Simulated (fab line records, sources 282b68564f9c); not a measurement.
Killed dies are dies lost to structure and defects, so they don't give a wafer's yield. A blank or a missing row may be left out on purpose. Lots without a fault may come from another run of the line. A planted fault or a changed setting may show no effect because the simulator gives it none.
One fault seen from 2 desks | flow rit_cmos | each desk has only its own numbers; what lay behind them comes last

THE TOOL OWNER'S DESK: pvd_sputter-03
The tool's own readings at RIT_SILICIDE_SPUTTER_01 (material Ti, target thk 30 nm, time 240 s): means of the sampled wafers that have a number, for each lot that ran on this tool. A lot is out of limits, marked OUT, if its mean lies more than 4 standard deviations from the usual mean; the brackets give that distance.
Columns: A = chamber_pressure_pa at RIT_SILICIDE_SPUTTER_01, usual 0.6671 Pa; B = substrate_temp_c at RIT_SILICIDE_SPUTTER_01, usual 24.99 C; C = throttle_valve_pct at RIT_SILICIDE_SPUTTER_01, usual 30.0 %
lot  | first seen here | A                | B     | C
L394 | day 4 04:10     | 0.6676           | 24.96 | 29.7
L396 | day 4 12:47     | 0.6682           | 24.99 | 29.3
L398 | day 4 23:31     | 0.6682           | 25.11 | 29.6
L400 | day 5 09:04     | 0.5792 (-68) OUT | 24.99 | 32.2 (+4.0) OUT
This desk's finding: out of limits on L400; first on L400, day 5 09:04 (chamber_pressure_pa at RIT_SILICIDE_SPUTTER_01). In limits: L394, L396, L398.

THE METROLOGY DESK
What the gauges read, lot by lot, whatever tool the lot ran on: means of the sampled wafers that have a number. A lot is out of limits, marked OUT, if its mean lies more than 4 standard deviations from the usual mean; the brackets give that distance.
Columns: A = GATE_OXIDE_THK at RIT_GATE_THK_MEAS_07, usual 3.02 nm; B = SILICIDE_TI_RS at RIT_SILICIDE_RS_MEAS_02, usual 48.1 ohm/sq; C = SILICIDE_TI_THK at RIT_SILICIDE_THK_MEAS_03, usual 29.82 nm
lot  | first seen here | A    | B              | C
L390 | day 2 17:28     | 3.04 | 47.2           | 30.37
L391 | day 2 20:46     | 2.93 | 47.4           | 30.28
L392 | day 3 01:02     | 3.06 | 48.1           | 29.94
L394 | day 3 10:25     | 2.99 | 47.4           | 30.16
L395 | day 3 15:46     | 2.91 | 48.4           | 29.53
L396 | day 3 20:47     | 3.01 | 47.7           | 29.94
L397 | day 4 03:37     | 3.02 | 47.8           | 29.98
L398 | day 4 07:48     | 3.11 | 49.0           | 29.40
L400 | day 4 16:23     | 3.04 | 41.3 (-13) OUT | 30.72
L408 | day 6 11:01     | 2.93 | 47.7           | 29.79
L410 | day 6 22:01     | 3.11 | 48.7           | 29.69
L411 | day 6 23:20     | 2.99 | 48.1           | 30.00
L412 | day 7 05:49     | 3.05 | 48.2           | 29.77
This desk's finding: out of limits on L400; first on L400, day 5 09:13 (SILICIDE_TI_RS at RIT_SILICIDE_RS_MEAS_02). In limits: L390, L391, L392, L394, L395, L396, L397, L398, L408, L410, L411, L412.

PUT TOGETHER
The tool owner's desk could have raised an alarm at day 5 09:04, on L400.
The metrology desk could have raised an alarm at day 5 09:13, on L400.
Of the lots named, all ran RIT_SILICIDE_SPUTTER_01 on pvd_sputter-03.

WHAT THE SIMULATOR HAD PUT IN
Process parameter drift: pvd_sputter-03, from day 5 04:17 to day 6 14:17, at RIT_SILICIDE_SPUTTER_01. Setting chamber_pressure_pa, moved by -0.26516, from 0.667. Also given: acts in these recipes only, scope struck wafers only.
Lots struck among those shown: L400.
Hours from the fault's start to each desk's first reading out of limits: the tool owner's desk, 5; the metrology desk, 5.
